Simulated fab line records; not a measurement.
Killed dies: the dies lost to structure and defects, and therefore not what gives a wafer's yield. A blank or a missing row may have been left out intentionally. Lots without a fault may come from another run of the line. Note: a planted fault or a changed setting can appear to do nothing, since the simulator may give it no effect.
2 desks, one fault / flow berkeley_cmos170 / every desk sees just its own numbers, and what lay behind them comes last

METROLOGY DESK
What the gauges read for every lot (on any tool): the sampled wafers with a number, averaged. If a lot's mean is further than 4 standard deviations from the usual mean, the lot is out of limits and carries the mark OUT (the distance appears in the brackets).
Columns: A = FIELD_OXIDE_LEFT_2_THK at UCB170_FIELD_THK_MEAS_91, usual 356 nm
lot=L220; first seen here=day 5 14:23; A=353
lot=L221; first seen here=day 5 14:31; A=350
lot=L223; first seen here=day 5 18:09; A=375
lot=L222; first seen here=day 5 18:35; A=369
lot=L225; first seen here=day 6 14:41; A=352
lot=L229; first seen here=day 7 18:34; A=345
lot=L232; first seen here=day 8 14:06; A=354
lot=L234; first seen here=day 8 14:06; A=355
lot=L233; first seen here=day 8 14:20; A=345
lot=L237; first seen here=day 9 04:29; A=356
lot=L238; first seen here=day 9 08:28; A=365
lot=L239; first seen here=day 9 19:41; A=359
lot=L240; first seen here=day 10 03:34; A=338
lot=L241; first seen here=day 10 04:02; A=362
Result from this desk: across the 14 lots, nothing is out of limits.

AT THE TOOL OWNER'S DESK: krf_scanner-01
The tool's own readings at UCB170_PSD_EXPOSE_03 (exposes mask PSELECT MOD, target cd 1200 nm): means of the sampled wafers that have a number, for each lot that ran on this tool. If a lot's mean is further than 4 standard deviations from the usual mean, the lot is out of limits and carries the mark OUT (the distance appears in the brackets).
Columns: A = exposure_dose_mJ_cm2 at UCB170_PSD_EXPOSE_03, usual 31.31; B = focus_offset_nm at UCB170_PSD_EXPOSE_03, usual 0.0 nm
lot=L221; first seen here=day 6 17:23; A=31.30; B=-0.2
lot=L222; first seen here=day 6 17:31; A=31.33; B=-0.5
lot=L220; first seen here=day 6 17:59; A=31.28; B=0.1
lot=L225; first seen here=day 7 14:53; A=31.28; B=0.1
lot=L229; first seen here=day 8 13:52; A=32.18 (+28) OUT; B=-0.5
lot=L232; first seen here=day 9 11:18; A=31.90 (+19) OUT; B=0.1
Finding of this desk: L229, L232 out of limits; the first was L229 at day 8 13:52, on exposure_dose_mJ_cm2 at UCB170_PSD_EXPOSE_03. L221, L222, L220, L225: within limits.

ALL TOGETHER
At day 8 13:52, on L229, L232, the tool owner's desk was in a position to raise an alarm.
At the metrology desk, nothing out of limits was observed.
The metrology desk holds a record of L229, L232, inside its limits.
Every lot named ran UCB170_PSD_EXPOSE_03 on krf_scanner-01.

WHAT THE SIMULATOR HAD PUT IN
Drift in process parameters on krf_scanner-01 at UCB170_PSD_EXPOSE_03, starting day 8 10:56. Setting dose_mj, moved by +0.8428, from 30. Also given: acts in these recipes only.
Shown lots that were struck: L229, L232.
Each desk's first reading out of limits, in hours after the fault started: the tool owner's desk, 3.
